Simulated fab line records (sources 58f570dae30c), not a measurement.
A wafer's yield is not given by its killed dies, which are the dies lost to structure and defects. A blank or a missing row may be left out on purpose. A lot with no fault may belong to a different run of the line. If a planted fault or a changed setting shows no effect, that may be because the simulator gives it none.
Struck lot and sound lot, side by side / flow berkeley cmos170 / 17 steps out of a route of 331
Sound: the wafers L665.2, L665.4, L665.5. Struck: wafer L671.5. At the end, the cause is stated.
Each step with rows lists, per side, the tool, then ch with its chambers, then its first start. Under that, the readings that differ: sound wafers / struck wafers / difference of the means / sigmas: that difference in standard deviations of wafers without a fault.
alike: a reading whose means differ by less than 2 such deviations, as well as words and numbers matching on both sides. not compared: withheld readings; readings where some wafer has no value; bounds like >300 that might hide an equal value; numbers whose values overlap and for which the record gives no deviation.
A row with sigmas, a row that says differs or no value, or rows on one side alone: a step with any of these is where the two part. Numbers that have no deviation but don't overlap get no sigmas and don't part them. Lack of a reading on every wafer of one side parts them only where that side has two or more wafers.

first, 3 steps without rows for these wafers: UCB170_BACKSIDE_HMDS_00 (prime time 60 s); UCB170_BACKSIDE_COAT_01 (resist thk 900 nm); UCB170_BACKSIDE_SOFTBAKE_02 (time 60 s).
UCB170_BACKSIDE_STRIP_03: strips in O2.
  sound on plasma asher-01 ch 0,1, day 9 19:32; struck on plasma asher-03 ch 0, day 11 11:31
  alike: drypump motor current A, oes product au, strip time to endpoint s
  not compared: rf hours counter h
then, 1 step without rows for these wafers: UCB170_BACKSIDE_CLEAN_04 (cleans in SPM, time 600 s).
UCB170_SDANNEAL_RTA_00: time 10 s.
  sound on rtp anneal-02 ch 0, day 9 19:50; struck on rtp anneal-01 ch 0, day 11 11:48
  alike: anneal temp c max, chamber o2 ppm, lamp power pct, wafer_temp_C_max
UCB170_SDANNEAL_RTA_01: time 5 s.
  sound on rtp anneal-02 ch 0, day 9 19:53; struck on rtp anneal-01 ch 0, day 11 11:56
  alike: anneal temp c max, chamber o2 ppm, lamp power pct, wafer_temp_C_max
UCB170_SDANNEAL_RS_MEAS_02: measurement is done with a four-point probe.
  sound on film metro-02, day 9 19:58; struck on film metro-02, day 11 12:03
  alike: PSD_RS
UCB170_SDANNEAL_RS_MEAS_03: measurement is done with a four-point probe.
  sound on film metro-02, day 9 20:05; struck on film metro-02, day 11 12:10
  alike: NSD_RS
UCB170_SDANNEAL_RS_MEAS_04: measurement is done with a four-point probe.
  sound on film metro-02, day 9 20:12; struck on film metro-02, day 11 12:17
reading=PLDD_RS (ohm/sq); sound=1039.3 1032.9 1037.1; struck=1030.2; difference=-6.2; sigmas=-2
UCB170_SDANNEAL_RS_MEAS_05: measurement is done with a four-point probe.
  sound on film metro-02, day 9 20:19; struck on film metro-02, day 11 12:25
  alike: NLDD_RS
then, 1 step without rows for these wafers: UCB170_SILICIDE_PRE_CLEAN_00 (preclean etch time 60 s).
UCB170_SILICIDE_SPUTTER_01: material Ti, target thk 30 nm, time 25 s.
  sound on pvd sputter-01, day 9 20:29; struck on pvd sputter-04, day 11 12:32
reading=model.Ti_of_SILICIDE_SPUTTER_01.thk nm (nm); sound=30.06 29.74 29.78; struck=13.56; difference=-16.30; sigmas=
  alike: throttle valve pct
UCB170_SILICIDE_RS_MEAS_02: measurement is done with a four-point probe.
  sound on film metro-02, day 9 20:32; struck on film metro-04, day 11 12:55
reading=SILICIDE_TI_RS (ohm/sq); sound=26.1 26.4 26.3; struck=69.6; difference=+43.3; sigmas=+99 or more
  not compared: hold
UCB170_SILICIDE_THK_MEAS_03: measures by xrf.
  sound on film metro-02, day 9 20:39; struck on film metro-04, day 11 15:43
reading=SILICIDE_TI_THK (nm); sound=30.0 29.6 29.7; struck=13.6; difference=-16.2; sigmas=-37
  not compared: hold
UCB170_SILICIDE_RTA_04: time 15 s.
  sound on rtp anneal-02 ch 0, day 9 20:43; struck on rtp anneal-02 ch 0, day 11 18:28
reading=hold; sound=- - -; struck=await dispo/2.7h/release; difference=no value on the sound wafers; sigmas=
  alike: anneal temp c max, chamber o2 ppm, lamp power pct, wafer_temp_C_max
UCB170_M3_PROBE_99:
  rows exist in the record for the sound wafers here (prober-01, day 10 16:36), none for the struck ones

## WHERE THEY PART
First at UCB170_SDANNEAL_RS_MEAS_04; last, within this record, at UCB170_M3_PROBE_99.

WHY: what the simulator had put in
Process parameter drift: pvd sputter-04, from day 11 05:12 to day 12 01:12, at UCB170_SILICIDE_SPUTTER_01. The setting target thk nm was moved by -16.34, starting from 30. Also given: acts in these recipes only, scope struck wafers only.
